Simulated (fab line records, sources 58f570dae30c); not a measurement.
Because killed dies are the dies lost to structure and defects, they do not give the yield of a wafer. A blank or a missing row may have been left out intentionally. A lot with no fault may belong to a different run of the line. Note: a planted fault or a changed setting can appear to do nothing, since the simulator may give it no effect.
The same fault as seen by 2 desks    flow berkeleyCmos170    every desk sees just its own numbers, and what lay behind them comes last

## DESK OF THE TOOL OWNER: lithoTrack-03
The tool's own readings at UCB170_NVT_PEB_04: means of the sampled wafers that have a number, for each lot that ran on this tool. If a lot's mean is further than 4 standard deviations from the usual mean, the lot is out of limits and carries the mark OUT (the distance appears in the brackets).
Columns: A = heaterPowerTotalW at UCB170_NVT_PEB_04, usual 56.81 W; B = plateTempC at UCB170_NVT_PEB_04, usual 129.97 C
lot   first seen here  A                B
L244  day 6 23:53      56.87            129.96
L249  day 7 08:15      53.83 (-65) OUT  124.65 (-44) OUT
L248  day 7 08:34      53.84 (-64) OUT  124.60 (-45) OUT
L252  day 8 06:35      53.78 (-66) OUT  124.69 (-44) OUT
L260  day 10 12:37     56.80            129.88
This desk's verdict: out of limits on L248, L249, L252, starting with L249 at day 7 08:15 (heaterPowerTotalW at UCB170_NVT_PEB_04). In limits: L244, L260.

## THE METROLOGY DESK
Means of the sampled wafers that have a number, per lot and without regard to the tool the lot ran on: this is what the gauges read. If a lot's mean is further than 4 standard deviations from the usual mean, the lot is out of limits and carries the mark OUT (the distance appears in the brackets).
Columns: A = FIELD_OXIDE_LEFT_1_THK at UCB170_FIELD_THK_MEAS_90, usual 444 nm; B = SACOX_OXIDE_THK at UCB170_SACOX_THK_MEAS_02, usual 14.45 nm; C = SCREENOX_OXIDE_THK at UCB170_SCREENOX_THK_MEAS_02, usual 14.34 nm; D = NVT_OVL at UCB170_NVT_OVL_MEAS_06, usual 0 nm
lot   first seen here  A    B      C      D
L238  day 5 02:03      458  14.60  14.59  -2
L244  day 6 11:54      463  14.34  14.25  1
L249  day 6 20:19      440  14.63  14.46  1
L248  day 6 20:23      441  14.50  13.85  5
L251  day 7 17:26      447  13.96  14.49  -1
L252  day 7 17:28      437  13.95  14.45  4
L260  day 9 18:12      429  14.49  14.56  6
Finding of this desk: none of the 7 lots has anything out of limits.

## PUT TOGETHER
The tool owner's desk could have raised an alarm at day 7 08:15, on L248, L249, L252.
From the metrology desk's view, nothing was out of limits.
The metrology desk holds a record of L248, L249, L252, inside its limits.
Every lot named ran UCB170_NVT_PEB_04 on lithoTrack-03.

## WHAT HAD BEEN PUT IN BY THE SIMULATOR
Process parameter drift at UCB170_NVT_PEB_04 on lithoTrack-03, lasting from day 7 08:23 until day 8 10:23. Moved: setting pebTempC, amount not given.
Shown lots that were struck: L248, L249, L252.
